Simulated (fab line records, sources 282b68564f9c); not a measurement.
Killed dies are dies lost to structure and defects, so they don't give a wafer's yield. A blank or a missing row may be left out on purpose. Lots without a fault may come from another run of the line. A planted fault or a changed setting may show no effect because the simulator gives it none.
Which tool did it? | flow rit_cmos | 6 lots, 18 wafers sampled, at 2 steps of a route of 202

WHAT THE GAUGES READ, wafer by wafer
RIT_FOX2_THK_MEAS_90.
lot  | measured    | on            | FIELD_OXIDE_LEFT_1_THK (nm)
L451 | day 2 01:29 | film_metro-01 | 328 322 323
L453 | day 2 10:53 | film_metro-02 | 332 328 332
L456 | day 3 01:22 | film_metro-03 | 326 323 323
L459 | day 3 17:49 | film_metro-01 | 307 313 316
L467 | day 5 08:23 | film_metro-02 | 268 264 265
L472 | day 6 09:18 | film_metro-02 | 319 317 317

WHICH TOOL RAN EACH LOT (tool, then ch and the chambers of the sampled wafers, then the start)
lot  | RIT_FOX2_CLEAN_02
L451 | wet_bench-04 ch 2, day 2 00:36
L453 | wet_bench-04 ch 1, day 2 10:04
L456 | wet_bench-04 ch 2, day 3 00:28
L459 | wet_bench-03 ch 2, day 3 16:56
L467 | wet_bench-04 ch 1, day 5 07:34
L472 | wet_bench-03 ch 3, day 6 08:29
- RIT_FOX2_CLEAN_02: cleans in dHF, time 180 s.

THE ANSWER, worked out from the rows above alone
Rule: what is usual is taken from the lots themselves. Put in order of their means at a reading, lots are off if they are a third of the lots or fewer, leave a main group of 4 or more, and stand apart from it by a gap of 3 or more times the standard deviation of the main group's means; of several such gaps the widest counts. A main group whose means are all the same, to the digits that the tables above print for the reading, isn't used. A lot without any number at a reading at which 4 lots or more have one is off too. The other lots that the step has rows for count as sound.
Off: L467, at RIT_FOX2_THK_MEAS_90 (FIELD_OXIDE_LEFT_1_THK). The main group: mean 322 nm, standard deviation 6.4.
A tool fits if, at a process step before that reading, it ran every lot that is off, and no sound lot after the first of them. The gauges at RIT_FOX2_THK_MEAS_90 are tried like those tools. One fits: wet_bench-04 at RIT_FOX2_CLEAN_02. Its last sound lot is L456 (day 3 00:28), its first lot that is off L467 (day 5 07:34): a fault that began between those two fits.

WHAT THE SIMULATOR HAD PUT IN
Process parameter drift: wet_bench-04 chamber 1, from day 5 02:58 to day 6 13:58, at RIT_FOX2_CLEAN_02. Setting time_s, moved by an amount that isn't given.
Lots struck among those shown: L467. The rule above found the same.
